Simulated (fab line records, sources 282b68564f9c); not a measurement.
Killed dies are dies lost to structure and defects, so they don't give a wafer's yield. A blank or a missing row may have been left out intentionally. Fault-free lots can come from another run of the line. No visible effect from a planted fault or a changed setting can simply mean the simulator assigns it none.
The tool behind it: which one? -- flow rit_cmos -- 14 lots, 42 wafers sampled, at 4 steps of a route of 202

WHAT THE GAUGES SHOWED, per wafer
RIT_ACTIVE_CD_MEAS_90: the cd target is 1400 nm.
lot,measured,on,cd_nm (nm)
L995,day 1 15:22,cd_sem-02,1402.4 1399.8 1399.4
L996,day 1 20:01,cd_sem-01,1396.2 1396.3 1397.0
L997,day 2 02:57,cd_sem-01,1400.7 1401.7 1400.8
L998,day 2 06:51,cd_sem-01,1394.9 1397.1 1397.2
L999,day 2 11:12,cd_sem-02,1401.8 1401.7 1399.1
L100,day 2 16:01,cd_sem-02,1400.8 1398.3 1399.0
L105,day 3 17:08,cd_sem-01,1399.1 1400.4 1400.3
L106,day 3 22:02,cd_sem-01,1399.4 1401.6 1401.6
L109,day 4 13:25,cd_sem-02,1399.4 1400.3 1401.1
L110,day 4 18:08,cd_sem-02,1402.3 1404.2 1404.7
L112,day 5 04:02,cd_sem-02,1400.8 1401.0 1400.8
L114,day 5 14:08,cd_sem-02,1404.2 1402.2 1403.3
L116,day 6 00:38,cd_sem-02,1401.9 1399.6 1399.8
L118,day 6 10:14,cd_sem-02,1398.3 1396.4 1400.6

RIT_FOX2_THK_MEAS_90.
lot,measured,on,FIELD_OXIDE_LEFT_1_THK (nm)
L995,day 1 19:31,film_metro-03,311 310 309
L996,day 2 00:14,film_metro-02,330 326 328
L997,day 2 07:11,film_metro-02,315 326 317
L998,day 2 11:53,film_metro-03,319 326 325
L999,day 2 16:59,film_metro-02,318 317 319
L100,day 2 20:45,film_metro-02,317 321 321
L105,day 3 21:28,film_metro-02,321 318 314
L106,day 4 02:25,film_metro-01,320 323 314
L109,day 4 19:55,film_metro-01,325 322 326
L110,day 4 22:47,film_metro-03,319 329 330
L112,day 5 08:14,film_metro-03,323 322 332
L114,day 5 19:22,film_metro-03,326 321 325
L116,day 6 06:38,film_metro-02,325 328 333
L118,day 6 15:20,film_metro-01,316 312 315

RIT_NRETRO_OVL_MEAS_06.
lot,measured,on,NRETRO_OVL (nm)
L995,day 2 05:43,overlay-02,-1.0 -1.7 -0.6
L996,day 2 09:48,overlay-01,1.4 2.6 1.8
L997,day 2 16:56,overlay-02,1.5 0.8 0.6
L998,day 2 22:13,overlay-02,-0.2 -0.5 -0.3
L999,day 3 02:39,overlay-01,1.0 0.4 0.2
L100,day 3 06:52,overlay-01,0.0 0.6 0.3
L105,day 4 07:00,overlay-01,0.6 -0.4 0.4
L106,day 4 12:04,overlay-01,1.0 0.0 0.1
L109,day 5 05:45,overlay-01,0.4 1.9 2.0
L110,day 5 08:37,overlay-02,0.1 0.8 1.6
L112,day 5 17:56,overlay-02,2.9 2.6 2.8
L114,day 6 04:55,overlay-01,1.6 2.1 0.2
L116,day 6 16:18,overlay-02,0.7 2.1 1.2
L118,day 7 01:18,overlay-01,-1.2 1.6 -0.1

WHAT TOOL EACH LOT RAN ON (gives the tool, then ch and the chambers of the sampled wafers, and finally the start)
lot,RIT_ACTIVE_SOFTBAKE_07
L995,"litho_track-02 ch 0, day 1 13:56"
L996,"litho_track-04 ch 0, day 1 18:53"
L997,"litho_track-01 ch 0, day 2 01:40"
L998,"litho_track-04 ch 0, day 2 05:36"
L999,"litho_track-02 ch 0, day 2 09:55"
L100,"litho_track-01 ch 0, day 2 14:53"
L105,"litho_track-01 ch 0, day 3 15:53"
L106,"litho_track-01 ch 0, day 3 20:55"
L109,"litho_track-02 ch 0, day 4 12:07"
L110,"litho_track-04 ch 0, day 4 16:53"
L112,"litho_track-02 ch 0, day 5 02:55"
L114,"litho_track-02 ch 0, day 5 12:53"
L116,"litho_track-04 ch 0, day 5 23:29"
L118,"litho_track-04 ch 0, day 6 08:58"
- RIT_ACTIVE_SOFTBAKE_07: time 60 s.

AS READ BY THE TOOLS THEMSELVES (means over the sampled wafers that have a number; for cases with no such wafer, the mark the record gives instead)
RIT_ACTIVE_SOFTBAKE_07.
lot,tool,heater_power_total_W (W),plate_temp_C (C)
L995,litho_track-02,34.53,89.89
L996,litho_track-04,34.56,90.05
L997,litho_track-01,34.56,90.00
L998,litho_track-04,34.53,90.03
L999,litho_track-02,34.53,89.97
L100,litho_track-01,34.52,89.89
L105,litho_track-01,35.56,91.76
L106,litho_track-01,35.53,91.84
L109,litho_track-02,34.58,90.09
L110,litho_track-04,34.54,90.15
L112,litho_track-02,34.54,89.94
L114,litho_track-02,34.56,90.11
L116,litho_track-04,34.56,90.08
L118,litho_track-04,34.53,89.97

THE ANSWER, worked out from the rows above alone
Rule: what is usual is taken from the lots themselves. Put in order of their means at a reading, lots are off if they are a third of the lots or fewer, leave a main group of 4 or more, and stand apart from it by a gap of 3 or more times the standard deviation of the main group's means; of several such gaps the widest counts. If all means in a main group match to the digits the tables above print for the reading, that group is not used. A lot without any number at a reading at which 4 lots or more have one is off too. All remaining lots with rows at the step are treated as sound. Order of review: gauges by route order, followed by the tools' own readings, for which a lot's mean as printed above is used. At the first step where some lot is off, the reading lying furthest off is the one used; lots without a number count as furthest.
Off, at RIT_ACTIVE_SOFTBAKE_07 on heater_power_total_W: L105, L106. Mean 34.55 W and standard deviation 0.018 in the main group.
A tool fits if, at that step or a process step before it, it ran every lot that is off, and no sound lot after the first of them. One candidate fits, namely litho_track-01 at RIT_ACTIVE_SOFTBAKE_07. A fault onset in the window from L100 (day 2 14:53, its last sound lot) to L105 (day 3 15:53, its first lot off) fits.
The tool's own readings at RIT_ACTIVE_SOFTBAKE_07 bear it out: on the lots that are off they differ by more than 5 times the standard deviation of the sound lots' means. heater_power_total_W reads 35.55 W there against 34.55 W on the sound lots; plate_temp_C reads 91.80 C there against 90.01 C on the sound lots.

WHAT THE SIMULATOR HAD PUT IN
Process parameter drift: litho_track-01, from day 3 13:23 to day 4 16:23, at RIT_ACTIVE_SOFTBAKE_07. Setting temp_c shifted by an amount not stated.
Shown lots that were struck: L105, L106. This agrees with what the rule above found.
